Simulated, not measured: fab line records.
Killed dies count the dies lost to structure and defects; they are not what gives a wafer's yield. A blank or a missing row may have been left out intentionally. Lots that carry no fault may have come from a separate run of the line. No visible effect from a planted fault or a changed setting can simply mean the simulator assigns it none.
fab line records	flow rit_cmos
[record] lots = 6	wafers = 18	last_day = 6
route steps=202 shown GATE@89 REOX@98 NLDD@103 PLDD@114 SPACER@125 M1@202
lots untouched by any fault: they come from a run of this same line in which no faults occurred
start_h: hours from the record's opening day to when the first of the lot's shown wafers began	wait_h: hours from the lot's prior step to this one	" same as the row above	L1.1+2: several wafers, shown together as one row	- either no value or no given start	* or withheld: withheld	< > ~ a bound
route shown NAME@n: a module of which the file shows steps, and the number in the route of the first	usual: the fault-free wafers' mean and standard deviation	same: alike in all rows	chamber/n: place in a boat	sites: each site's reading	_std_site: the standard deviation of these	_edge_site: outer sites' mean less inner sites'	radius_mm: how far each site lies from the wafer's centre	mask NAME#n: copy n	behind: tool/chamber where the wafer was last shaped	hold: why the lot went on hold/how many hours it stayed there/how the hold came to an end	device: which transistor (n, p or np) failed to switch	end of line: the route-end tests of the same wafers	where a step has no rows: the recipe by itself	killed: the dies lost at the first sort to structure and to defects; this is not the yield of the wafer	map: the dies of a wafer, with x for killed, . for not killed, _ for no die there
set.NAME: the setting as run; set.NAME@STEP: as run at that earlier step	model.NAME: the simulator's own value behind a step, which no gauge read
lots at some steps of the route; a table a step, a row a wafer
services: from which hour (start_h, from the record's first day; less than 0 if before it) a tool's chamber was out of use, for how many hours, and why
[[steps]]
[step RIT_GATE_EXPOSE_13]
[recipe] mask_id = M6	na = 0.6	source_shape = conventional	sigma_outer = 0.6	target_cd_nm = 150	dose_mj = 380
[step RIT_GATE_PEB_14]
[recipe] resist = NOVOLAK	temp_c = withheld	time_s = withheld
[step RIT_GATE_DEVELOP_15]
[recipe] resist = NOVOLAK	develop_time_s = 50	dev_temp_c = 23
[step RIT_GATE_CD_MEAS_16]
[recipe] target_cd_nm = 150
[usual] cd_nm = 148.8/2.4
lot.wafer	tool	chamber	start_h	wait_h	cd_nm
L573.3	cd_sem-02	-	45.35	-	148.3
L573.4	"	-	"	"	149.7
L573.6	"	-	"	"	149.7
L576.1	cd_sem-02	-	58.30	-	148.2
L576.3	"	-	"	"	147.4
L576.5	"	-	"	"	149.3
L580.4	cd_sem-02	-	83.48	-	151.8
L580.5	"	-	"	"	152.2
L580.6	"	-	"	"	153.0
L582.1	cd_sem-02	-	92.63	-	147.4
L582.2	"	-	"	"	150.0
L582.3	"	-	"	"	147.4
L588.1	cd_sem-01	-	121.56	-	150.2
L588.4	"	-	"	"	148.4
L588.5	"	-	"	"	148.3
L590.2	cd_sem-01	-	131.86	-	147.1
L590.5	"	-	"	"	147.9
L590.6	"	-	"	"	147.4
[step RIT_GATE_OVL_MEAS_17]
[usual] GATE_OVL = -0.3/2
lot.wafer	tool	chamber	start_h	wait_h	GATE_OVL[nm]
L573.3	overlay-01	-	45.45	0.1	-2.4
L573.4	"	-	"	"	0.0
L573.6	"	-	"	"	-2.9
L576.1	overlay-01	-	58.42	0.1	0.7
L576.3	"	-	"	"	-0.6
L576.5	"	-	"	"	1.7
L580.4	overlay-01	-	83.56	0.1	-0.5
L580.5	"	-	"	"	-1.3
L580.6	"	-	"	"	-1.1
L582.1	overlay-01	-	92.75	0.1	1.2
L582.2	"	-	"	"	-0.2
L582.3	"	-	"	"	0.0
L588.1	overlay-02	-	121.68	0.1	1.9
L588.4	"	-	"	"	2.2
L588.5	"	-	"	"	3.9
L590.2	overlay-01	-	131.97	0.1	0.2
L590.5	"	-	"	"	0.0
L590.6	"	-	"	"	0.1
[step RIT_GATE_HARDBAKE_18]
[recipe] resist = NOVOLAK	temp_c = 140	time_s = 60
[step RIT_GATE_ETCH_19]
[recipe] chemistry = SF6/CHF3/O2	time_s = 165	SF6_flow_sccm = 30	CHF3_flow_sccm = 30	O2_flow_sccm = 5	target = poly-Si	pressure_mtorr = 40	rf_w = 160	target_depth_a = 3125	over_etch_frac = 0.25	stop_on = SiO2
[usual] chamber_pressure_mTorr = 40.00/0.039	drypump_motor_current_A = 5.75/0.28	oes_product_au = 0.854/0.019	throttle_valve_pct = 10.23/0.14
lot.wafer	tool	chamber	start_h	wait_h	chamber_pressure_mTorr	drypump_motor_current_A	oes_product_au	rf_hours_counter_h	throttle_valve_pct
L573.3	rie_si-02	1	45.62	0.1	39.96	5.77	0.838	2	10.24
L573.4	"	0	"	"	40.01	5.76	0.852	73	10.18
L573.6	"	2	"	"	39.96	5.46	0.823	-	10.18
L576.1	rie_si-01	0	58.61	0.1	40.04	5.48	0.887	113	9.91
L576.3	"	2	"	"	39.99	5.78	0.879	61	10.32
L576.5	"	3	"	"	39.99	6.08	0.867	-	10.40
L580.4	rie_si-01	1	83.88	0.1	39.99	5.31	0.838	1	10.37
L580.5	"	2	"	"	40.01	5.78	0.866	-	10.33
L580.6	"	3	"	"	39.98	6.04	0.849	-	10.37
L582.1	rie_si-01	2	92.94	0.1	40.07	5.79	0.865	61	10.32
L582.2	"	3	"	"	39.98	6.10	0.853	0	10.39
L582.3	"	1	"	"	40.03	5.28	0.834	1	10.37
L588.1	rie_si-01	3	121.87	0.1	39.96	6.08	0.862	1	10.39
L588.4	"	2	"	"	39.99	5.76	0.878	61	10.33
L588.5	"	1	"	"	40.02	5.30	0.833	-	10.36
L590.2	rie_si-01	2	132.15	0.1	39.99	5.80	0.874	61	10.32
L590.5	"	3	"	"	39.99	6.09	0.872	-	10.39
L590.6	"	2	"	"	40.01	5.78	0.877	-	10.30
[step RIT_GATE_STRIP_20]
[recipe] chemistry = O2	time_s = 180	resist = NOVOLAK	platen_temp_c = withheld	power_w = 500	pressure_mtorr = 4000	o2_flow_sccm = 4000
[usual] chamber_pressure_mTorr = 3999/3.7	drypump_motor_current_A = 5.8/0.46
lot.wafer	tool	chamber	start_h	wait_h	chamber_pressure_mTorr	drypump_motor_current_A	rf_hours_counter_h
L573.3	plasma_asher-01	1	45.79	0.1	3994	5.2	-
L573.4	"	0	"	"	4001	5.7	-
L573.6	"	1	"	"	4007	5.1	-
L576.1	plasma_asher-04	1	58.72	0.1	3995	6.1	41
L576.3	"	1	"	"	3995	6.1	-
L576.5	"	1	"	"	3997	6.1	-
L580.4	plasma_asher-03	1	84.05	0.1	3996	5.5	-
L580.5	"	1	"	"	4001	5.6	-
L580.6	"	0	"	"	4000	5.6	-
L582.1	plasma_asher-03	1	93.05	0.1	4001	5.6	45
L582.2	"	0	"	"	4000	5.7	45
L582.3	"	0	"	"	3996	5.6	-
L588.1	plasma_asher-03	1	121.98	0.1	4001	5.6	1
L588.4	"	1	"	"	3999	5.5	-
L588.5	"	0	"	"	3994	5.7	-
L590.2	plasma_asher-04	0	132.26	0.1	4000	6.5	49
L590.5	"	1	"	"	3996	6.1	-
L590.6	"	0	"	"	3994	6.6	-
[step RIT_GATE_CD_MEAS_90]
[recipe] target_cd_nm = 150
[usual] cd_nm = 148.8/2.4
lot.wafer	tool	chamber	start_h	wait_h	cd_nm
L573.3	cd_sem-02	-	45.94	0.1	148.2
L573.4	"	-	"	"	149.9
L573.6	"	-	"	"	149.6
L576.1	cd_sem-02	-	58.89	0.1	148.4
L576.3	"	-	"	"	147.9
L576.5	"	-	"	"	149.5
L580.4	cd_sem-02	-	84.22	0.1	152.4
L580.5	"	-	"	"	152.1
L580.6	"	-	"	"	153.4
L582.1	cd_sem-01	-	93.22	0.1	147.6
L582.2	"	-	"	"	150.0
L582.3	"	-	"	"	147.5
L588.1	cd_sem-01	-	122.15	0.1	150.2
L588.4	"	-	"	"	148.3
L588.5	"	-	"	"	149.2
L590.2	cd_sem-01	-	132.45	0.1	147.2
L590.5	"	-	"	"	148.3
L590.6	"	-	"	"	147.5
[step RIT_REOX_CLEAN_00]
[recipe] chemistry = SC1	mix = 3:3:50	time_s = 600	temp_c = 75
[step RIT_REOX_CLEAN_01]
[recipe] chemistry = dHF	dilution = 50:1	time_s = 30
[step RIT_REOX_CLEAN_02]
[recipe] chemistry = SC2	mix = 3:3:50	time_s = 600	temp_c = 75	dry = n2_spin
[step RIT_REOX_OXIDATION_03]
[recipe] temp_c = 900	ambient = O2	target_thk_a = 252	ox_time_s = 5580
[usual] spike_tc_centre_C = 902.5/1.6	zone_power_load_pct = 29/3.6
lot.wafer	tool	chamber	start_h	wait_h	spike_tc_centre_C	zone_power_load_pct	model.SiO2_of_REOX_OXIDATION_03.thk_nm
L573.3	furnace-03	0	47.62	1.2	904.3	33	24.01
L573.4	"	0	"	"	902.6	33	24.04
L573.6	"	0	"	"	903.3	33	24.08
L576.1	furnace-04	0	60.53	0.8	902.2	27	25.78
L576.3	"	0	"	"	902.8	27	25.8
L576.5	"	0	"	"	901.9	27	25.47
L580.4	furnace-04	0	84.65	0.0	914.2	26	25.48
L580.5	"	0	"	"	915.4	26	26.03
L580.6	"	0	"	"	914.0	26	26.46
L582.1	furnace-04	0	93.71	0.0	914.8	26	26.42
L582.2	"	0	"	"	913.1	26	26.11
L582.3	"	0	"	"	914.3	26	26
L588.1	furnace-01	0	123.94	1.3	902.5	25	25.01
L588.4	"	0	"	"	902.5	25	25.15
L588.5	"	0	"	"	900.8	25	24.82
L590.2	furnace-01	0	133.24	0.3	899.5	25	25.03
L590.5	"	0	"	"	901.0	25	25.09
L590.6	"	0	"	"	901.8	25	25.17
[step RIT_REOX_THK_MEAS_04]
[recipe] reads = SiO2_of_REOX_OXIDATION_03
[usual] REOX_OXIDE_THK = 25.2/0.52
lot.wafer	tool	chamber	start_h	wait_h	REOX_OXIDE_THK[nm]
L573.3	film_metro-01	-	50.19	0.0	24.0
L573.4	"	-	"	"	24.0
L573.6	"	-	"	"	24.1
L576.1	film_metro-03	-	63.08	0.0	25.8
L576.3	"	-	"	"	25.9
L576.5	"	-	"	"	25.5
L580.4	film_metro-01	-	87.23	0.0	25.4
L580.5	"	-	"	"	26.0
L580.6	"	-	"	"	26.4
L582.1	film_metro-01	-	96.26	0.0	26.4
L582.2	"	-	"	"	26.2
L582.3	"	-	"	"	26.0
L588.1	film_metro-04	-	126.49	0.0	25.0
L588.4	"	-	"	"	25.2
L588.5	"	-	"	"	24.8
L590.2	film_metro-01	-	135.80	0.0	25.1
L590.5	"	-	"	"	25.1
L590.6	"	-	"	"	25.2
[step RIT_NLDD_HMDS_00]
[recipe] prime_time_s = 60	prime_temp_c = 140
[step RIT_NLDD_COAT_01]
[recipe] resist = NOVOLAK	spin_rpm = 3250	resist_thk_nm = 1000
[step RIT_NLDD_SOFTBAKE_02]
[recipe] resist = NOVOLAK	temp_c = 90	time_s = 60
[step RIT_NLDD_EXPOSE_03]
[recipe] mask_id = M7	na = 0.57	target_cd_nm = 40700	dose_mj = 250
[step RIT_NLDD_PEB_04]
[recipe] resist = NOVOLAK	temp_c = withheld	time_s = withheld
[step RIT_NLDD_DEVELOP_05]
[recipe] resist = NOVOLAK	develop_time_s = 50	dev_temp_c = 23
[step RIT_NLDD_OVL_MEAS_06]
[usual] NLDD_OVL = 0.3/1.4
lot.wafer	tool	chamber	start_h	wait_h	NLDD_OVL[nm]
L573.3	overlay-01	-	51.10	-	-1.3
L573.4	"	-	"	"	1.0
L573.6	"	-	"	"	-0.8
L576.1	overlay-01	-	64.30	-	3.0
L576.3	"	-	"	"	1.0
L576.5	"	-	"	"	0.6
L580.4	overlay-01	-	88.25	-	2.3
L580.5	"	-	"	"	-0.8
L580.6	"	-	"	"	1.4
L582.1	overlay-01	-	97.17	-	-2.9
L582.2	"	-	"	"	-0.6
L582.3	"	-	"	"	-1.1
L588.1	overlay-02	-	127.59	-	4.1
L588.4	"	-	"	"	1.6
L588.5	"	-	"	"	1.3
L590.2	overlay-01	-	136.84	-	-1.0
L590.5	"	-	"	"	0.2
L590.6	"	-	"	"	0.2
[step RIT_NLDD_HARDBAKE_07]
[recipe] resist = NOVOLAK	temp_c = 140	time_s = 60
[step RIT_NLDD_IMPLANT_08]
[recipe] species = P	energy_kev = 20	dose_cm2 = 5e+14	tilt_deg = 7
[step RIT_NLDD_STRIP_09]
[recipe] chemistry = O2	time_s = 180	resist = NOVOLAK	platen_temp_c = withheld	power_w = 500	pressure_mtorr = 4000	o2_flow_sccm = 4000
[usual] chamber_pressure_mTorr = 4000/3.7	drypump_motor_current_A = 5.8/0.48
lot.wafer	tool	chamber	start_h	wait_h	chamber_pressure_mTorr	drypump_motor_current_A	rf_hours_counter_h
L573.3	plasma_asher-04	1	51.48	0.1	4001	6.1	-
L573.4	"	0	"	"	3999	6.5	-
L573.6	"	1	"	"	3999	6.1	-
L576.1	plasma_asher-04	0	64.63	0.1	4007	6.6	42
L576.3	"	1	"	"	4001	6.1	-
L576.5	"	0	"	"	4000	6.5	-
L580.4	plasma_asher-04	1	88.63	0.1	3994	6.1	-
L580.5	"	0	"	"	4005	6.5	-
L580.6	"	1	"	"	4008	6.1	-
L582.1	plasma_asher-01	0	97.50	0.1	3996	5.6	30
L582.2	"	1	"	"	4002	5.1	30
L582.3	"	1	"	"	3995	5.1	-
L588.1	plasma_asher-01	0	128.04	0.1	3997	5.6	34
L588.4	"	1	"	"	4001	5.1	-
L588.5	"	1	"	"	4002	5.1	-
L590.2	plasma_asher-01	1	137.17	0.1	4000	5.1	35
L590.5	"	0	"	"	4002	5.6	-
L590.6	"	1	"	"	4000	5.1	-
[step RIT_NLDD_TW_MEAS_10]
[usual] NLDD_TW = 2484/11
lot.wafer	tool	chamber	start_h	wait_h	NLDD_TW
L573.3	film_metro-04	-	51.61	0.1	2491
L573.4	"	-	"	"	2499
L573.6	"	-	"	"	2502
L576.1	film_metro-03	-	64.81	0.1	2490
L576.3	"	-	"	"	2476
L576.5	"	-	"	"	2476
L580.4	film_metro-03	-	88.78	0.1	2489
L580.5	"	-	"	"	2489
L580.6	"	-	"	"	2471
L582.1	film_metro-03	-	97.68	0.1	2478
L582.2	"	-	"	"	2467
L582.3	"	-	"	"	2474
L588.1	film_metro-04	-	128.22	0.1	2477
L588.4	"	-	"	"	2474
L588.5	"	-	"	"	2478
L590.2	film_metro-04	-	137.35	0.1	2484
L590.5	"	-	"	"	2485
L590.6	"	-	"	"	2489
[step RIT_PLDD_HMDS_00]
[recipe] prime_time_s = 60	prime_temp_c = 140
[step RIT_PLDD_COAT_01]
[recipe] resist = NOVOLAK	spin_rpm = 3250	resist_thk_nm = 1000
[step RIT_PLDD_SOFTBAKE_02]
[recipe] resist = NOVOLAK	temp_c = 90	time_s = 60
[step RIT_PLDD_EXPOSE_03]
[recipe] mask_id = M8	na = 0.57	target_cd_nm = 40900	dose_mj = 250
[step RIT_PLDD_PEB_04]
[recipe] resist = NOVOLAK	temp_c = withheld	time_s = withheld
[step RIT_PLDD_DEVELOP_05]
[recipe] resist = NOVOLAK	develop_time_s = 50	dev_temp_c = 23
[step RIT_PLDD_OVL_MEAS_06]
[usual] PLDD_OVL = -0.1/1.6
lot.wafer	tool	chamber	start_h	wait_h	PLDD_OVL[nm]
L573.3	overlay-01	-	52.52	-	0.5
L573.4	"	-	"	"	-1.6
L573.6	"	-	"	"	-2.1
L576.1	overlay-01	-	65.84	-	0.1
L576.3	"	-	"	"	-1.0
L576.5	"	-	"	"	1.2
L580.4	overlay-01	-	89.67	-	-1.6
L580.5	"	-	"	"	0.5
L580.6	"	-	"	"	0.0
L582.1	overlay-01	-	98.63	-	-0.7
L582.2	"	-	"	"	0.9
L582.3	"	-	"	"	-0.5
L588.1	overlay-01	-	129.25	-	-0.9
L588.4	"	-	"	"	0.8
L588.5	"	-	"	"	-1.0
L590.2	overlay-02	-	138.26	-	-1.5
L590.5	"	-	"	"	-0.7
L590.6	"	-	"	"	0.3
[step RIT_PLDD_HARDBAKE_07]
[recipe] resist = NOVOLAK	temp_c = 140	time_s = 60
[step RIT_PLDD_IMPLANT_08]
[recipe] species = BF2	energy_kev = 20	dose_cm2 = 9e+14	tilt_deg = 7
[step RIT_PLDD_STRIP_09]
[recipe] chemistry = O2	time_s = 180	resist = NOVOLAK	platen_temp_c = withheld	power_w = 500	pressure_mtorr = 4000	o2_flow_sccm = 4000
[usual] chamber_pressure_mTorr = 4000/3.4	drypump_motor_current_A = 5.49/0.17
lot.wafer	tool	chamber	start_h	wait_h	chamber_pressure_mTorr	drypump_motor_current_A	rf_hours_counter_h
L573.3	plasma_asher-01	0	52.90	0.1	4002	5.66	-
L573.4	"	1	"	"	4001	5.13	-
L573.6	"	0	"	"	4002	5.67	-
L576.1	plasma_asher-01	0	66.18	0.1	4000	5.63	27
L576.3	"	1	"	"	3997	5.13	-
L576.5	"	0	"	"	3998	5.65	-
L580.4	plasma_asher-01	1	90.05	0.1	4001	5.12	-
L580.5	"	1	"	"	3995	5.12	-
L580.6	"	0	"	"	4003	5.62	-
L582.1	plasma_asher-01	1	99.08	0.1	4001	5.12	30
L582.2	"	0	"	"	3995	5.68	30
L582.3	"	0	"	"	3994	5.69	-
L588.1	plasma_asher-02	0	129.59	0.1	3999	5.44	48
L588.4	"	1	"	"	4004	5.48	-
L588.5	"	1	"	"	3996	5.47	-
L590.2	plasma_asher-03	0	138.59	0.1	3996	5.63	2
L590.5	"	1	"	"	4003	5.57	-
L590.6	"	0	"	"	4001	5.64	-
[step RIT_PLDD_TW_MEAS_10]
[usual] PLDD_TW = 2342/11
lot.wafer	tool	chamber	start_h	wait_h	PLDD_TW
L573.3	film_metro-02	-	53.04	0.1	2346
L573.4	"	-	"	"	2352
L573.6	"	-	"	"	2339
L576.1	film_metro-03	-	66.35	0.1	2338
L576.3	"	-	"	"	2338
L576.5	"	-	"	"	2324
L580.4	film_metro-03	-	90.20	0.1	2345
L580.5	"	-	"	"	2338
L580.6	"	-	"	"	2353
L582.1	film_metro-02	-	99.26	0.1	2335
L582.2	"	-	"	"	2323
L582.3	"	-	"	"	2340
L588.1	film_metro-02	-	129.76	0.1	2349
L588.4	"	-	"	"	2345
L588.5	"	-	"	"	2354
L590.2	film_metro-02	-	138.77	0.1	2357
L590.5	"	-	"	"	2341
L590.6	"	-	"	"	2351
[step RIT_SPACER_CLEAN_00]
[recipe] chemistry = SC1	mix = 3:3:50	time_s = 600	temp_c = 75
lot.wafer	tool	chamber	start_h	wait_h	model.SiO2_of_REOX_OXIDATION_03.thk_nm
L573.3	wet_bench-04	1	53.08	0.0	22.16
L573.4	"	1	"	"	22.19
L573.6	"	1	"	"	22.22
L576.1	wet_bench-04	0	66.41	0.1	23.81
L576.3	"	0	"	"	23.83
L576.5	"	0	"	"	23.53
L580.4	wet_bench-04	1	90.23	0.0	23.51
L580.5	"	1	"	"	24.01
L580.6	"	1	"	"	24.41
L582.1	wet_bench-03	1	99.32	0.1	24.35
L582.2	"	1	"	"	24.07
L582.3	"	1	"	"	23.97
L588.1	wet_bench-04	2	129.82	0.1	23.1
L588.4	"	2	"	"	23.23
L588.5	"	2	"	"	22.93
L590.2	wet_bench-03	3	138.82	0.0	23.09
L590.5	"	3	"	"	23.15
L590.6	"	3	"	"	23.22
[step RIT_SPACER_CLEAN_01]
[recipe] chemistry = dHF	dilution = 50:1	time_s = 30
[step RIT_M1_PROBE_99]
[usual] killed_at_M0_to_M3 = 0.0/0.083	killed_at_front_end = 6.7/2.7	killed_dies = 6.7/2.7	killed_open = 3.2/1.8	killed_short = 3.5/1.9
[same] gross_dies = 264	killed_at_M4_up = 0	killed_at_back_side = 0	killed_at_contacts = 0	killed_at_other = 0
lot.wafer	tool	chamber	start_h	wait_h	killed_at_M0_to_M3	killed_at_front_end	killed_dies	killed_open	killed_short	model.etest.pmos_turned.r_on_ohm_um	model.etest.pldd.rs_ohm_sq	model.etest.nmos_turned.drive_ua_um	model.etest.nldd.rs_ohm_sq	model.etest.pldd.line_ohm_um	model.etest.pmos_turned.drive_ua_um	model.etest.nldd.line_ohm_um	model.etest.pmos_turned.overlap_ff_um
L573.3	prober-02	-	66.69	0.2	0	6	6	3	3	3210	458.9	350.4	363.9	145.3	206.2	115.1	0.3678
L573.4	prober-02	-	66.74	0.2	0	5	5	1	4	3239	460.8	346.5	363.9	143.4	203.9	114	0.3665
L573.6	prober-02	-	66.84	0.2	0	7	7	1	6	3268	463.1	346.5	367.2	144.3	201.6	112.6	0.3668
L576.1	prober-01	-	79.87	0.1	0	10	10	5	5	3460	502.6	312.2	387.6	160.6	187.6	124.2	0.3511
L576.3	prober-01	-	79.97	0.2	0	9	9	4	5	3370	504.4	318.3	386.1	158.4	194.1	120.5	0.3577
L576.5	prober-01	-	80.07	0.2	1	4	5	2	3	3395	487.9	317.9	382.8	150.6	192.6	119.6	0.358
L580.4	prober-01	-	104.82	0.2	0	5	5	3	2	3473	493.9	301	384.8	156.9	187.7	124.3	0.3547
L580.5	prober-01	-	104.87	0.2	0	9	9	6	3	3614	521.7	281.4	402.5	165.6	175.5	126.8	0.3396
L580.6	prober-01	-	104.92	0.2	0	4	4	2	2	3688	549	275.9	412.8	170.7	171.4	128.3	0.3362
L582.1	prober-02	-	112.75	0.1	0	5	5	2	3	3574	565.4	320.9	395.5	178	179.5	122.4	0.3345
L582.2	prober-02	-	112.80	0.1	0	7	7	3	4	3507	549.9	327.7	390.9	176.5	185.6	125.3	0.3467
L582.3	prober-02	-	112.85	0.2	0	7	7	3	4	3563	544.7	326.5	387.4	171.6	182.4	123	0.3431
L588.1	prober-02	-	143.15	0.1	0	6	6	5	1	3476	544.6	322.3	390.2	171.7	188.1	121.7	0.3501
L588.4	prober-02	-	143.30	0.2	0	6	6	3	3	3526	550.4	316	394.2	171.9	184.7	123.8	0.3446
L588.5	prober-02	-	143.35	0.2	0	6	6	6	0	3440	534.8	327.7	385.5	168.3	191.2	122.2	0.3535
L590.2	prober-02	-	152.36	0.1	0	4	4	1	3	3331	491.7	333.4	374.3	153.6	197.6	116.4	0.3619
L590.5	prober-02	-	152.51	0.2	0	6	6	2	4	3408	499.4	324.7	371.9	156.5	189.3	115.4	0.3543
L590.6	prober-02	-	152.56	0.2	0	6	6	4	2	3425	499.4	324.4	375.7	156.3	190.8	116.9	0.3557
// killed by level:class
L573.3 GATE:geometric_particle:short=2 GATE:geometric_particle:open=2 REOX:geometric_particle:short=1 SPACER:geometric_particle:open=1
L573.4 GATE:geometric_particle:short=2 FOX2:geometric_particle:short=1 REOX:geometric_particle:short=1 SILICIDE:geometric_particle:open=1
L573.6 GATE:geometric_particle:short=4 SPACER:geometric_particle:short=2 REOX:geometric_particle:open=1
L576.1 FOX1:geometric_particle:short=2 SPACER:geometric_particle:open=2 FOX1:geometric_particle:open=1 REOX:geometric_particle:open=1 REOX:geometric_particle:short=1 SPACER:geometric_particle:short=1 SILICIDE:geometric_particle:short=1 SILICIDE:geometric_particle:open=1
L576.3 SPACER:geometric_particle:short=4 SILICIDE:geometric_particle:open=2 GATE:geometric_particle:open=1 SPACER:geometric_particle:open=1 SILICIDE:geometric_particle:short=1
L576.5 GATE:geometric_particle:short=1 REOX:geometric_particle:open=1 REOX:geometric_particle:short=1 SILICIDE:geometric_particle:open=1 M1:geometric_particle:short=1
L580.4 SPACER:geometric_particle:open=2 GATE:geometric_particle:open=1 REOX:geometric_particle:short=1 SPACER:geometric_particle:short=1
L580.5 ACTIVE:geometric_particle:open=1 FOX1:geometric_particle:open=1 FOX2:geometric_particle:open=1 FOX2:geometric_particle:short=1 GATE:geometric_particle:open=1 GATE:geometric_particle:short=1 REOX:geometric_particle:open=1 SPACER:geometric_particle:open=1
L580.6 FOX1:geometric_particle:short=1 GATE:geometric_particle:short=1 GATE:geometric_particle:open=1 SILICIDE:geometric_particle:open=1
L582.1 GATE:geometric_particle:open=1 GATE:geometric_particle:short=1 REOX:geometric_particle:short=1 SILICIDE:geometric_particle:short=1 SILICIDE:geometric_particle:open=1
L582.2 GATE:geometric_particle:short=4 GATE:geometric_particle:open=1 SPACER:geometric_particle:open=1 SILICIDE:geometric_particle:open=1
L582.3 FOX2:geometric_particle:short=2 SILICIDE:geometric_particle:short=2 FOX2:geometric_particle:open=1 GATE:geometric_particle:open=1 SILICIDE:geometric_particle:open=1
L588.1 GATE:geometric_particle:open=4 FOX2:geometric_particle:open=1 SILICIDE:geometric_particle:short=1
L588.4 ACTIVE:geometric_particle:open=1 FOX2:geometric_particle:short=1 GATE:geometric_particle:open=1 REOX:geometric_particle:short=1 SPACER:geometric_particle:open=1 SILICIDE:geometric_particle:short=1
L588.5 REOX:geometric_particle:open=2 FOX2:geometric_particle:open=1 GATE:geometric_particle:open=1 SPACER:geometric_particle:open=1 SILICIDE:geometric_particle:open=1
L590.2 SILICIDE:geometric_particle:short=3 GATE:geometric_particle:open=1
L590.5 ACTIVE:geometric_particle:short=1 FOX1:geometric_particle:open=1 FOX2:geometric_particle:open=1 FOX2:geometric_particle:short=1 GATE:geometric_particle:short=1 REOX:geometric_particle:short=1
L590.6 GATE:geometric_particle:open=2 FOX2:geometric_particle:short=1 SPACER:geometric_particle:open=1 SILICIDE:geometric_particle:open=1 SILICIDE:geometric_particle:short=1
[[services]]
tool	chamber	start_h	hours	kind
rie_si-01	3	25.91	-	clean
rie_si-01	3	25.91	25.6	scheduled_down
rie_si-01	3	25.91	25.6	vent_cycle
rie_si-01	1	95.19	8.6	repair
plasma_asher-03	-	108.84	9.0	pm
plasma_asher-03	0	108.84	9.0	vent_cycle
plasma_asher-03	1	108.84	9.0	vent_cycle
plasma_asher-03	0	117.84	-	clean
plasma_asher-03	1	117.84	-	clean
furnace-03	-	125.49	3.2	pm
rie_si-02	0	131.71	5.1	repair
[[key]]
[first_sign] step = RIT_REOX_OXIDATION_03	reading = spike_tc_centre_C	direction = up	sigmas = 7.4	usual = 902.5	struck = 914.3
[effect] step = RIT_REOX_THK_MEAS_04	reading = REOX_OXIDE_THK	direction = up	sigmas = 1.6	usual = 25.2	struck = 26.1	wafers_moved = 2
[model_effect] step = RIT_REOX_OXIDATION_03	value = SiO2_of_REOX_OXIDATION_03.thk_nm	without = 25.27	struck = 26.08
[model_effect] step = RIT_SPACER_CLEAN_00	value = SiO2_of_REOX_OXIDATION_03.thk_nm	without = 23.3	struck = 24.05
[model_effect] step = RIT_M1_PROBE_99	value = etest.pmos_turned.r_on_ohm_um	without = 3430	struck = 3570
met_at RIT_REOX_OXIDATION_03
struck_wafers L580.4,L580.5,L580.6,L582.1,L582.2,L582.3
tester_left_out L580,L582
onset_between 60.53 84.65
[fault] kind = process_parameter_drift	tool = furnace-04	chamber = -	onset_h = 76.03	steps = RIT_REOX_OXIDATION_03	channel = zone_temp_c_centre	offset = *	shape = step	end_h = 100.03
// tester_left_out: of these lots the tester's yield and bins aren't shown, on N5 and GAA mostly nor the transistor test; their killed dies are dies lost to structure and defects alone, not to doping, threshold or leakage, so they don't give the yield
